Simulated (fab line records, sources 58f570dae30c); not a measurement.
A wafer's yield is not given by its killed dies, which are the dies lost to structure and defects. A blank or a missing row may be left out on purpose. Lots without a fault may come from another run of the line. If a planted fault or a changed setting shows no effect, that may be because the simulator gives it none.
Split-lot study | flow berkeley-cmos170 | 23 wafers read across 5 lots, on a route 331 steps long

## SPLIT DETAILS
At UCB170_PLDD_PEB_04, the setting peb-temp-c was moved away from the recipe's 130 C on 6 of the 23 wafers read, by -0.8% to +2.5%. All remaining wafers had this setting at the recipe value.

## FROM THE SPLIT TO THE READING: what the file shows between them, 1 step
- UCB170_PLDD_DEVELOP_05: develop time 45 s (also split here: develop-time-s)

## THE READING
cd-nm (nm) at UCB170_PLDD_CD_MEAS_06, where the cd target is 1200 nm. On this fab line, fault-free wafers typically give 1200.1 nm with a standard deviation of 1.3 nm.

wafer  | tool, chamber at the split | peb-temp-c as run, C | against the recipe | cd-nm, nm | against lot-mates on the recipe
L078.1 | litho-track-02, 0          | 130                  | recipe             | 1199.6    | -
L078.3 | litho-track-02, 0          | 130                  | recipe             | 1200.0    | -
L078.4 | litho-track-02, 0          | 130                  | recipe             | 1199.3    | -
L078.5 | litho-track-02, 0          | 130                  | recipe             | 1200.0    | -
L078.6 | litho-track-02, 0          | 130                  | recipe             | 1199.8    | -
L075.1 | litho-track-02, 0          | 130                  | recipe             | 1200.1    | -
L075.3 | litho-track-02, 0          | 130                  | recipe             | 1201.4    | -
L075.6 | litho-track-02, 0          | 130                  | recipe             | 1201.4    | -
L081.1 | litho-track-04, 0          | 131.5                | +1.2%              | 1212.4    | +9.6
L081.3 | litho-track-04, 0          | 130                  | recipe             | 1203.2    | -
L081.4 | litho-track-04, 0          | 131.5                | +1.2%              | 1212.4    | +9.6
L081.5 | litho-track-04, 0          | 130                  | recipe             | 1202.1    | -
L081.6 | litho-track-04, 0          | 130                  | recipe             | 1203.0    | -
L080.1 | litho-track-02, 0          | 133.3                | +2.5%              | 1218.3    | +19.7
L080.2 | litho-track-02, 0          | 133.3                | +2.5%              | 1219.1    | +20.5
L080.3 | litho-track-02, 0          | 130                  | recipe             | 1197.7    | -
L080.4 | litho-track-02, 0          | 130                  | recipe             | 1198.0    | -
L080.6 | litho-track-02, 0          | 130                  | recipe             | 1200.1    | -
L084.1 | litho-track-02, 0          | 130                  | recipe             | 1198.2    | -
L084.2 | litho-track-02, 0          | 130                  | recipe             | 1200.4    | -
L084.3 | litho-track-02, 0          | 129                  | -0.8%              | 1192.8    | -6.6
L084.4 | litho-track-02, 0          | 129                  | -0.8%              | 1191.8    | -7.6
L084.6 | litho-track-02, 0          | 130                  | recipe             | 1199.7    | -

FIT RESULTS
A straight line over all 23 wafers: cd-nm changes by +8.03 nm for each +1% of peb-temp-c; r = +0.97; the points scatter about the line by 1.8 nm.
The same after taking each lot's own level away (the mean of its wafers on the recipe; 23 wafers): +8.12 nm for each +1%; r = +0.99; scatter 0.72 nm.
Per that fit: largest peb-temp-c move, reading shift of 21 nm.
From 1198.60 to 1202.77 nm: that is the span of the lots' own levels, equal to 3.2 times the standard deviation above.
The two slopes agree, so the slope changes little with the lot-to-lot level.
Check: +21 nm against its lot-mates is what the line predicts for one of the wafers moved furthest among these (+2.5%) when that wafer is left out of the fit. It came out at +19.7 nm against them.

## THE OTHER SPLITS THESE WAFERS WENT THROUGH
These wafers also went through other splits before the reading. Each is held against what the fit with the lots' levels taken away leaves over:
other split on the same wafers        | wafers away from the commonest value | r with cd-nm (lot level and that fit taken away)
UCB170_PVT_COAT_01 resist-thk-nm      | 8                                    | +0.02
UCB170_PLDD_DEVELOP_05 develop-time-s | 4                                    | +0.62

## THE FILE'S OWN FIT
cd-nm changes by +8.07 nm for each +1% of peb-temp-c, r = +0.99.
